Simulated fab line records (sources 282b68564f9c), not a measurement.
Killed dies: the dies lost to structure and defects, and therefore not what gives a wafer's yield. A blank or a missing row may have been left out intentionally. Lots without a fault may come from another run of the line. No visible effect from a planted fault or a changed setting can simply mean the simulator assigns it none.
fab line records -- flow rit_cmos
record: lots: 6, wafers: 18, last_day: 7
route steps=202 shown M1@184
lots that met no fault: from a run of the same line without faults
start_h: hours from the record's first day to the start of the lot's first wafer shown -- wait_h: hours since the lot's step before -- " identical to the entry in the row above -- L1.1+2: several wafers, shown together as one row -- - no value, or no start given -- * or withheld: withheld -- < > ~ a bound
route shown NAME@n: a module of which the file shows steps, and the number in the route of the first -- usual: mean/standard deviation taken from wafers without a fault -- same: alike in all rows -- chamber/n: place in a boat -- sites: the reading at each site -- _std_site: their standard deviation -- _edge_site: outer sites' mean less inner sites' -- radius_mm: how far each site lies from the wafer's centre -- mask NAME#n: copy n -- behind: the tool/chamber that last shaped the wafer -- hold: reason for holding the lot/hours on hold/outcome of the hold -- device: the n, p or np transistor that did not switch -- end of line: at the end of the route, the tests of the same wafers -- a step with no rows: only its recipe -- killed: not the wafer's yield, but the dies lost to structure and defects at the first sort -- map: a wafer's dies, x killed, . not, _ none there
set.NAME: the setting the step ran with; set.NAME@STEP: the setting that earlier step ran with -- model.NAME: the simulator's own value behind a step, which no gauge read
lots at some steps of the route; a table a step, a row a wafer
services: when a tool's chamber went out of use (start_h, in hours from the record's first day, below 0 if earlier), for how many hours, and the reason
== steps ==
step: RIT_M1_SPUTTER_00
recipe: material: Al, target_thk_nm: 400, power_w: 2000, chamber_pressure_pa: 0.4, gas: Ar, time_s: 500, substrate_temp_c: 25
usual: throttle_valve_pct: 30.0/0.75
lot.wafer,tool,chamber,start_h,wait_h,throttle_valve_pct
L970.1,pvd_sputter-03,-,58.50,0.0,29.7
L970.2,pvd_sputter-03,-,58.50,0.0,29.5
L970.3,pvd_sputter-03,-,58.50,0.0,29.5
L981.3,pvd_sputter-03,-,113.95,0.0,29.5
L981.4,pvd_sputter-03,-,113.95,0.0,29.7
L981.5,pvd_sputter-03,-,113.95,0.0,29.6
L987.2,pvd_sputter-03,-,141.39,0.0,29.9
L987.5,pvd_sputter-03,-,141.39,0.0,29.6
L987.6,pvd_sputter-03,-,141.39,0.0,29.6
L988.1,pvd_sputter-02,-,144.95,0.0,29.5
L988.4,pvd_sputter-02,-,144.95,0.0,29.7
L988.5,pvd_sputter-02,-,144.95,0.0,29.9
L992.1,pvd_sputter-04,-,168.48,0.0,29.5
L992.3,pvd_sputter-04,-,168.48,0.0,30.1
L992.5,pvd_sputter-04,-,168.48,0.0,30.2
L993.2,pvd_sputter-03,-,169.97,0.0,29.5
L993.3,pvd_sputter-03,-,169.97,0.0,29.5
L993.5,pvd_sputter-03,-,169.97,0.0,29.7
step: RIT_M1_RS_MEAS_01
recipe: thk_meas_gauge: four-point-probe, reads: Al_of_M1_SPUTTER_00
usual: M1_AL_RS: 0.0730/0.00067
lot.wafer,tool,chamber,start_h,wait_h,M1_AL_RS[ohm/sq]
L970.1,film_metro-02,-,58.80,0.1,0.0723
L970.2,film_metro-02,-,58.80,0.1,0.0728
L970.3,film_metro-02,-,58.80,0.1,0.0730
L981.3,film_metro-02,-,114.29,0.2,0.0729
L981.4,film_metro-02,-,114.29,0.2,0.0730
L981.5,film_metro-02,-,114.29,0.2,0.0729
L987.2,film_metro-01,-,142.08,0.5,0.0732
L987.5,film_metro-01,-,142.08,0.5,0.0733
L987.6,film_metro-01,-,142.08,0.5,0.0735
L988.1,film_metro-02,-,145.24,0.1,0.0734
L988.4,film_metro-02,-,145.24,0.1,0.0729
L988.5,film_metro-02,-,145.24,0.1,0.0728
L992.1,film_metro-04,-,168.78,0.1,0.0727
L992.3,film_metro-04,-,168.78,0.1,0.0715
L992.5,film_metro-04,-,168.78,0.1,0.0712
L993.2,film_metro-01,-,170.28,0.2,0.0737
L993.3,film_metro-01,-,170.28,0.2,0.0742
L993.5,film_metro-01,-,170.28,0.2,0.0740
step: RIT_M1_THK_MEAS_02
recipe: thk_meas_gauge: xrf, reads: Al_of_M1_SPUTTER_00
usual: M1_AL_THK: 405/3.8
lot.wafer,tool,chamber,start_h,wait_h,M1_AL_THK[nm]
L970.1,film_metro-02,-,58.92,0.1,410
L970.2,film_metro-02,-,58.92,0.1,411
L970.3,film_metro-02,-,58.92,0.1,406
L981.3,film_metro-02,-,114.39,0.1,404
L981.4,film_metro-02,-,114.39,0.1,404
L981.5,film_metro-02,-,114.39,0.1,405
L987.2,film_metro-01,-,142.19,0.1,408
L987.5,film_metro-01,-,142.19,0.1,409
L987.6,film_metro-01,-,142.19,0.1,408
L988.1,film_metro-02,-,145.36,0.1,403
L988.4,film_metro-02,-,145.36,0.1,406
L988.5,film_metro-02,-,145.36,0.1,405
L992.1,film_metro-04,-,168.90,0.1,406
L992.3,film_metro-04,-,168.90,0.1,414
L992.5,film_metro-04,-,168.90,0.1,411
L993.2,film_metro-01,-,170.39,0.1,402
L993.3,film_metro-01,-,170.39,0.1,400
L993.5,film_metro-01,-,170.39,0.1,400
step: RIT_M1_HMDS_03
recipe: prime_time_s: 60, prime_temp_c: 140
step: RIT_M1_COAT_04
recipe: resist: NOVOLAK, spin_rpm: 2000, resist_thk_nm: 1300
step: RIT_M1_SOFTBAKE_05
recipe: resist: NOVOLAK, temp_c: 90, time_s: 60
step: RIT_M1_EXPOSE_06
recipe: mask_id: M12, na: 0.6, source_shape: conventional, sigma_outer: 0.5, target_cd_nm: 2600, dose_mj: 250
step: RIT_M1_PEB_07
recipe: resist: NOVOLAK, temp_c: withheld, time_s: withheld
step: RIT_M1_DEVELOP_08
recipe: resist: NOVOLAK, develop_time_s: 68, dev_temp_c: 23
step: RIT_M1_CD_MEAS_09
recipe: target_cd_nm: 2600
usual: cd_nm: 2600.8/2
lot.wafer,tool,chamber,start_h,wait_h,cd_nm
L970.1,cd_sem-02,-,60.07,-,2598.8
L970.2,cd_sem-02,-,60.07,-,2598.4
L970.3,cd_sem-02,-,60.07,-,2602.1
L981.3,cd_sem-01,-,115.55,-,2603.5
L981.4,cd_sem-01,-,115.55,-,2603.4
L981.5,cd_sem-01,-,115.55,-,2600.6
L987.2,cd_sem-02,-,143.30,-,2597.2
L987.5,cd_sem-02,-,143.30,-,2601.1
L987.6,cd_sem-02,-,143.30,-,2598.2
L988.1,cd_sem-01,-,146.51,-,2601.4
L988.4,cd_sem-01,-,146.51,-,2601.3
L988.5,cd_sem-01,-,146.51,-,2605.0
L992.1,cd_sem-02,-,169.96,-,2602.6
L992.3,cd_sem-02,-,169.96,-,2603.9
L992.5,cd_sem-02,-,169.96,-,2603.3
L993.2,cd_sem-01,-,171.34,-,2601.1
L993.3,cd_sem-01,-,171.34,-,2600.9
L993.5,cd_sem-01,-,171.34,-,2600.8
step: RIT_M1_OVL_MEAS_10
usual: M1_OVL: -0.2/1.1
lot.wafer,tool,chamber,start_h,wait_h,M1_OVL[nm]
L970.1,overlay-02,-,60.19,0.1,0.1
L970.2,overlay-02,-,60.19,0.1,0.5
L970.3,overlay-02,-,60.19,0.1,0.6
L981.3,overlay-02,-,115.64,0.1,-0.4
L981.4,overlay-02,-,115.64,0.1,-0.8
L981.5,overlay-02,-,115.64,0.1,-2.3
L987.2,overlay-01,-,143.41,0.1,-1.9
L987.5,overlay-01,-,143.41,0.1,0.1
L987.6,overlay-01,-,143.41,0.1,0.5
L988.1,overlay-01,-,146.63,0.1,-0.3
L988.4,overlay-01,-,146.63,0.1,0.6
L988.5,overlay-01,-,146.63,0.1,0.4
L992.1,overlay-02,-,170.08,0.1,0.1
L992.3,overlay-02,-,170.08,0.1,-0.8
L992.5,overlay-02,-,170.08,0.1,-1.5
L993.2,overlay-01,-,171.45,0.1,1.4
L993.3,overlay-01,-,171.45,0.1,-0.6
L993.5,overlay-01,-,171.45,0.1,1.2
step: RIT_M1_HARDBAKE_11
recipe: resist: NOVOLAK, temp_c: 140, time_s: 120
step: RIT_M1_METAL_ETCH_12
recipe: stop_on: SiO2, chemistry: Cl2/BCl3, target: Al, time_s: 165, over_etch_frac: 0.5, pressure_mtorr: 100, target_depth_a: 6000, rf_w: 250, Cl2_flow_sccm: 60, bcl3_flow_sccm: 50
usual: bcl3_flow_sccm: 49.98/0.15, chamber_pressure_mTorr: 100.00/0.096, drypump_motor_current_A: 5.83/0.28, mfc_cl2_sccm: 60.03/0.19, oes_product_au: 0.782/0.01, throttle_valve_pct: 8.14/0.13
lot.wafer,tool,chamber,start_h,wait_h,bcl3_flow_sccm,chamber_pressure_mTorr,drypump_motor_current_A,mfc_cl2_sccm,oes_product_au,rf_hours_counter_h,throttle_valve_pct,model.NOVOLAK_of_M1_COAT_04.thk_nm,model.SiO2_of_CONTACT_CVD_00.thk_nm
L970.1,rie_metal-04,1,60.48,0.2,50.15,99.95,5.94,59.87,0.793,1,8.33,807.4,355.9
L970.2,rie_metal-04,0,60.48,0.2,49.56,100.09,5.80,59.82,0.771,1,7.94,801,355
L970.3,rie_metal-04,0,60.48,0.2,49.79,100.05,5.78,60.05,0.765,-,7.94,801,365.2
L981.3,rie_metal-03,1,115.97,0.2,50.19,100.00,5.55,59.93,0.784,-,8.01,801.3,354.9
L981.4,rie_metal-03,0,115.97,0.2,50.22,100.05,5.68,60.03,0.795,-,8.24,819.9,365.9
L981.5,rie_metal-03,1,115.97,0.2,50.00,100.07,5.57,59.63,0.784,-,8.02,806,371.2
L987.2,rie_metal-04,1,143.69,0.2,-,-,-,-,-,-,-,1143,384.2
L987.5,rie_metal-04,1,143.69,0.2,-,-,-,-,-,-,-,1143,389
L987.6,rie_metal-04,0,143.69,0.2,-,-,-,-,-,-,-,1138,399.6
L988.1,rie_metal-02,1,146.92,0.2,-,-,-,-,-,-,-,1137,391.1
L988.4,rie_metal-02,0,146.92,0.2,-,-,-,-,-,-,-,1137,398.6
L988.5,rie_metal-02,1,146.92,0.2,-,-,-,-,-,-,-,1141,399.1
L992.1,rie_metal-04,1,170.37,0.2,50.18,100.04,5.94,59.84,0.801,2,8.33,801.9,370.1
L992.3,rie_metal-04,1,170.37,0.2,50.20,99.95,5.94,60.13,0.794,-,8.34,804.9,360.8
L992.5,rie_metal-04,1,170.37,0.2,50.21,100.00,5.96,59.89,0.802,-,8.32,800.7,368.7
L993.2,rie_metal-03,1,171.73,0.2,50.11,99.86,5.64,60.17,0.785,0,8.03,802.7,359
L993.3,rie_metal-03,0,171.73,0.2,49.89,100.04,5.68,60.16,0.793,-,8.22,805.6,357.2
L993.5,rie_metal-03,1,171.73,0.2,50.03,100.00,5.60,60.10,0.780,-,8.02,805.5,359.6
step: RIT_M1_STRIP_13
recipe: chemistry: nmp, resist: NOVOLAK, temp_c: 80, time_s: 600, dry: n2_spin
step: RIT_M1_STRIP_14
recipe: chemistry: O2, time_s: 180, platen_temp_c: withheld, power_w: 500, pressure_mtorr: 4000, o2_flow_sccm: 4000
usual: drypump_motor_current_A: 5.9/0.55, o2_flow_sccm: 3998/11, rf_refl_power_W: 6.2/1.1
lot.wafer,tool,chamber,start_h,wait_h,drypump_motor_current_A,o2_flow_sccm,rf_hours_counter_h,rf_refl_power_W
L970.1,plasma_asher-01,0,60.82,0.0,6.6,4011,43,6.1
L970.2,plasma_asher-01,1,60.82,0.0,5.1,4016,43,4.8
L970.3,plasma_asher-01,1,60.82,0.0,5.1,3997,-,4.4
L981.3,plasma_asher-03,0,116.49,0.1,6.5,4013,-,7.5
L981.4,plasma_asher-03,1,116.49,0.1,5.6,4000,-,5.1
L981.5,plasma_asher-03,1,116.49,0.1,5.6,4010,-,4.9
L987.2,plasma_asher-04,1,144.04,0.0,5.4,3997,3,7.5
L987.5,plasma_asher-04,1,144.04,0.0,5.4,4001,-,7.5
L987.6,plasma_asher-04,0,144.04,0.0,6.0,3978,-,5.7
L988.1,plasma_asher-01,1,147.43,0.0,5.1,3989,51,4.4
L988.4,plasma_asher-01,1,147.43,0.0,5.1,3982,-,4.9
L988.5,plasma_asher-01,0,147.43,0.0,6.6,4012,-,6.6
L992.1,plasma_asher-01,1,170.72,0.0,5.1,3974,53,4.8
L992.3,plasma_asher-01,0,170.72,0.0,6.6,3985,-,6.4
L992.5,plasma_asher-01,0,170.72,0.0,6.6,4004,-,6.3
L993.2,plasma_asher-03,1,172.24,0.0,5.6,3992,52,5.1
L993.3,plasma_asher-03,0,172.24,0.0,6.4,4013,-,7.6
L993.5,plasma_asher-03,1,172.24,0.0,5.6,3989,-,5.2
step: RIT_M1_CD_MEAS_90
recipe: target_cd_nm: 2600
usual: cd_nm: 2601/3.1
lot.wafer,tool,chamber,start_h,wait_h,cd_nm
L970.1,cd_sem-01,-,60.99,0.1,2597
L970.2,cd_sem-01,-,60.99,0.1,2598
L970.3,cd_sem-01,-,60.99,0.1,2603
L981.3,cd_sem-02,-,116.65,0.1,2601
L981.4,cd_sem-02,-,116.65,0.1,2601
L981.5,cd_sem-02,-,116.65,0.1,2600
L987.2,cd_sem-01,-,144.24,0.1,-
L987.5,cd_sem-01,-,144.24,0.1,-
L987.6,cd_sem-01,-,144.24,0.1,-
L988.1,cd_sem-02,-,147.60,0.1,-
L988.4,cd_sem-02,-,147.60,0.1,-
L988.5,cd_sem-02,-,147.60,0.1,-
L992.1,cd_sem-02,-,170.90,0.1,2602
L992.3,cd_sem-02,-,170.90,0.1,2603
L992.5,cd_sem-02,-,170.90,0.1,2602
L993.2,cd_sem-02,-,172.44,0.1,2598
L993.3,cd_sem-02,-,172.44,0.1,2601
L993.5,cd_sem-02,-,172.44,0.1,2597
step: RIT_M1_ANNEAL_15
recipe: temp_c: 450, time_s: 1800, ambient: forming_gas_H2N2
step: RIT_M1_PROBE_99
usual: defect_limited_yield: 97.1/1.3, killed_at_M0_to_M3: 0.0/0.12, killed_at_contacts: 0.1/0.25, killed_at_front_end: 8/3.3, killed_dies: 8/3.3, killed_on_rim: 2.2/1.6, killed_open: 3.9/2.1, killed_short: 3.8/2.2, sort_bin_3_pad_short: 0.1/0.23, sort_bin_5_function: 1.7/0.93, sort_bin_6_memory: 1.0/0.68, sort_n_pass: 256/3.3, sort_yield_pct: 97.1/1.3
same: gross_dies: 264, killed_at_M4_up: 0, killed_at_back_side: 0, killed_at_other: 0
lot.wafer,tool,chamber,start_h,wait_h,defect_limited_yield[%],killed_at_M0_to_M3,killed_at_contacts,killed_at_front_end,killed_dies,killed_on_rim,killed_open,killed_short,sort_bin_3_pad_short[%],sort_bin_5_function[%],sort_bin_6_memory[%],sort_n_pass,sort_yield_pct[%]
L970.1,prober-01,-,63.52,0.1,95.5,0,0,12,12,3,4,8,0.4,3.0,1.1,252,95.5
L970.2,prober-01,-,63.57,0.1,97.3,0,0,7,7,2,3,4,0,0.4,2.3,257,97.3
L970.3,prober-01,-,63.62,0.2,97.3,0,0,7,7,1,5,2,0,1.1,1.5,257,97.3
L981.3,prober-01,-,118.77,0.2,97.0,0,0,8,8,4,2,6,0,1.9,1.1,256,97.0
L981.4,prober-01,-,118.82,0.2,96.6,0,0,9,9,2,7,2,0,2.7,0.8,255,96.6
L981.5,prober-01,-,118.87,0.2,98.1,0,0,5,5,1,3,2,0,1.5,0.4,259,98.1
L987.2,prober-01,-,146.01,0.1,0,255,0,9,264,70,3,6,0,98.9,1.1,0,0
L987.5,prober-01,-,146.16,0.2,0,258,0,6,264,70,4,2,0.4,98.9,0.8,0,0
L987.6,prober-01,-,146.21,0.2,0,256,0,8,264,70,2,6,0.4,98.5,1.1,0,0
L988.1,prober-02,-,149.34,0.1,0,248,0,16,264,70,7,9,0.4,96.6,3.0,0,0
L988.4,prober-02,-,149.49,0.2,0,252,0,12,264,70,6,6,0.4,98.9,0.8,0,0
L988.5,prober-02,-,149.54,0.2,0,256,1,7,264,70,3,5,0,100.0,0,0,0
L992.1,prober-02,-,173.74,0.1,97.0,0,0,8,8,3,3,4,0,1.9,1.1,256,97.0
L992.3,prober-02,-,173.84,0.2,97.7,0,0,6,6,3,3,3,0,1.9,0.4,258,97.7
L992.5,prober-02,-,173.94,0.2,97.7,0,0,6,6,1,3,3,0.4,1.1,0.8,258,97.7
L993.2,prober-01,-,175.29,0.1,97.7,0,0,6,6,0,2,4,0,1.5,0.8,258,97.7
L993.3,prober-01,-,175.34,0.2,97.7,0,1,5,6,1,5,1,0,1.1,1.1,258,97.7
L993.5,prober-01,-,175.44,0.2,96.6,0,0,9,9,3,6,3,0,1.9,1.5,255,96.6
killed by level:class
L970.1 GATE:geometric_particle:short=5 FOX1:geometric_particle:open=2 SPACER:geometric_particle:short=2 FOX2:geometric_particle:open=1 GATE:geometric_particle:open=1 REOX:geometric_particle:short=1
L970.2 SPACER:geometric_particle:open=2 FOX2:geometric_particle:short=1 GATE:geometric_particle:short=1 GATE:geometric_particle:open=1 SPACER:geometric_particle:short=1 SILICIDE:geometric_particle:short=1
L970.3 FOX1:geometric_particle:open=2 FOX2:geometric_particle:open=2 GATE:geometric_particle:short=1 REOX:geometric_particle:short=1 REOX:geometric_particle:open=1
L981.3 GATE:geometric_particle:open=2 GATE:geometric_particle:short=2 SPACER:geometric_particle:short=2 FOX2:geometric_particle:short=1 SILICIDE:geometric_particle:short=1
L981.4 GATE:geometric_particle:open=4 REOX:geometric_particle:open=2 FOX2:geometric_particle:open=1 SPACER:geometric_particle:short=1 SILICIDE:geometric_particle:short=1
L981.5 GATE:geometric_particle:open=2 SILICIDE:geometric_particle:short=2 REOX:geometric_particle:open=1
L987.2 M1:area_etch=255 FOX1:geometric_particle:short=2 GATE:geometric_particle:open=2 GATE:geometric_particle:short=2 SILICIDE:geometric_particle:short=2 SILICIDE:geometric_particle:open=1
L987.5 M1:area_etch=258 GATE:geometric_particle:open=2 GATE:geometric_particle:short=2 FOX2:geometric_particle:open=1 SPACER:geometric_particle:open=1
L987.6 M1:area_etch=256 GATE:geometric_particle:short=2 REOX:geometric_particle:short=2 SPACER:geometric_particle:short=2 GATE:geometric_particle:open=1 SPACER:geometric_particle:open=1
L988.1 M1:area_etch=248 SILICIDE:geometric_particle:short=3 FOX1:geometric_particle:open=2 FOX1:geometric_particle:short=2 GATE:geometric_particle:open=2 GATE:geometric_particle:short=2 SPACER:geometric_particle:short=2 REOX:geometric_particle:open=1
L988.4 M1:area_etch=252 GATE:geometric_particle:open=3 GATE:geometric_particle:short=2 SILICIDE:geometric_particle:open=2 SILICIDE:geometric_particle:short=2 REOX:geometric_particle:open=1 REOX:geometric_particle:short=1 SPACER:geometric_particle:short=1
L988.5 M1:area_etch=256 SILICIDE:geometric_particle:short=3 SILICIDE:geometric_particle:open=2 GATE:geometric_particle:open=1 SPACER:geometric_particle:short=1 CONTACT:geometric_particle:short=1
L992.1 GATE:geometric_particle:short=3 FOX2:geometric_particle:short=1 FOX2:geometric_particle:open=1 GATE:geometric_particle:open=1 SILICIDE:geometric_particle:open=1 PWELL:coat_microbubble_printed=1
L992.3 GATE:geometric_particle:open=2 FOX1:geometric_particle:short=1 GATE:geometric_particle:short=1 REOX:geometric_particle:short=1 SPACER:geometric_particle:open=1
L992.5 GATE:geometric_particle:short=2 FOX1:geometric_particle:open=1 GATE:geometric_particle:open=1 REOX:geometric_particle:short=1 SILICIDE:geometric_particle:open=1
L993.2 FOX1:geometric_particle:open=2 GATE:geometric_particle:short=2 REOX:geometric_particle:short=1 SILICIDE:geometric_particle:short=1
L993.3 GATE:geometric_particle:open=2 ACTIVE:geometric_particle:short=1 FOX1:geometric_particle:open=1 REOX:geometric_particle:open=1 CONTACT:geometric_particle:open=1
L993.5 SILICIDE:geometric_particle:open=4 GATE:geometric_particle:short=2 FOX2:geometric_particle:short=1 GATE:geometric_particle:open=1 REOX:geometric_particle:open=1
map L987.2 (x killed, . not)
________xxxxxxx_______
_____xxxxxxxxxxxxx____
____xxxxxxxxxxxxxxx___
___xxxxxxxxxxxxxxxxx__
__xxxxxxxxxxxxxxxxxxx_
__xxxxxxxxxxxxxxxxxxx_
_xxxxxxxxxxxxxxxxxxxxx
_xxxxxxxxxxxxxxxxxxxxx
_xxxxxxxxxxxxxxxxxxxxx
_xxxxxxxxxxxxxxxxxxxxx
__xxxxxxxxxxxxxxxxxxx_
__xxxxxxxxxxxxxxxxxxx_
___xxxxxxxxxxxxxxxxx__
____xxxxxxxxxxxxxxx___
_____xxxxxxxxxxxxx____
________xxxxxxx_______
map L988.1 (x killed, . not)
________xxxxxxx_______
_____xxxxxxxxxxxxx____
____xxxxxxxxxxxxxxx___
___xxxxxxxxxxxxxxxxx__
__xxxxxxxxxxxxxxxxxxx_
__xxxxxxxxxxxxxxxxxxx_
_xxxxxxxxxxxxxxxxxxxxx
_xxxxxxxxxxxxxxxxxxxxx
_xxxxxxxxxxxxxxxxxxxxx
_xxxxxxxxxxxxxxxxxxxxx
__xxxxxxxxxxxxxxxxxxx_
__xxxxxxxxxxxxxxxxxxx_
___xxxxxxxxxxxxxxxxx__
____xxxxxxxxxxxxxxx___
_____xxxxxxxxxxxxx____
________xxxxxxx_______
== services ==
tool,chamber,start_h,hours,kind
rie_metal-03,-,89.51,1.4,pm
rie_metal-02,0,91.56,1.2,repair
plasma_asher-03,-,99.70,4.1,repair
pvd_sputter-03,-,102.09,3.1,repair
plasma_asher-04,-,108.75,9.0,pm
plasma_asher-04,0,108.75,9.0,vent_cycle
plasma_asher-04,1,108.75,9.0,vent_cycle
plasma_asher-01,-,112.34,9.9,pm
plasma_asher-04,0,117.75,-,clean
plasma_asher-04,1,117.75,-,clean
rie_metal-03,-,127.16,1.6,repair
rie_metal-03,-,136.12,20.0,pm
rie_metal-03,0,136.12,20.0,vent_cycle
rie_metal-03,1,136.12,20.0,vent_cycle
rie_metal-03,0,156.12,-,clean
rie_metal-03,1,156.12,-,clean
pvd_sputter-03,-,164.24,3.5,repair
plasma_asher-04,-,169.56,1.6,repair
== key ==
first_sign: step: RIT_M1_METAL_ETCH_12, reading: tool_record, direction: missing
effect: step: RIT_M1_CD_MEAS_90, reading: cd_nm, direction: missing
effect: step: RIT_M1_PROBE_99, reading: killed_at_M0_to_M3, direction: up, sigmas: 99+, usual: 0.0, struck: 254.2
model_effect: step: RIT_M1_METAL_ETCH_12, value: NOVOLAK_of_M1_COAT_04.thk_nm, without: 811, struck: 1140
more_kills_born_at: RIT_M1_METAL_ETCH_12@rie_metal-04: 769, RIT_M1_METAL_ETCH_12@rie_metal-02: 756
met_at RIT_M1_METAL_ETCH_12
struck_wafers L987.2,L987.5,L987.6,L988.1,L988.4,L988.5
later_rows_left_out L987.2,L987.5,L987.6,L988.1,L988.4,L988.5
onset_between 60.48 143.69
fault: kind: skipped_step_whole, tool: rie_metal-02,rie_metal-04, chamber: -, onset_h: 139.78, steps: RIT_M1_METAL_ETCH_12, scope: struck_lots_only
later_rows_left_out: the simulator's readings of these wafers behind a module that went badly wrong aren't trusted and aren't shown, but for the sort
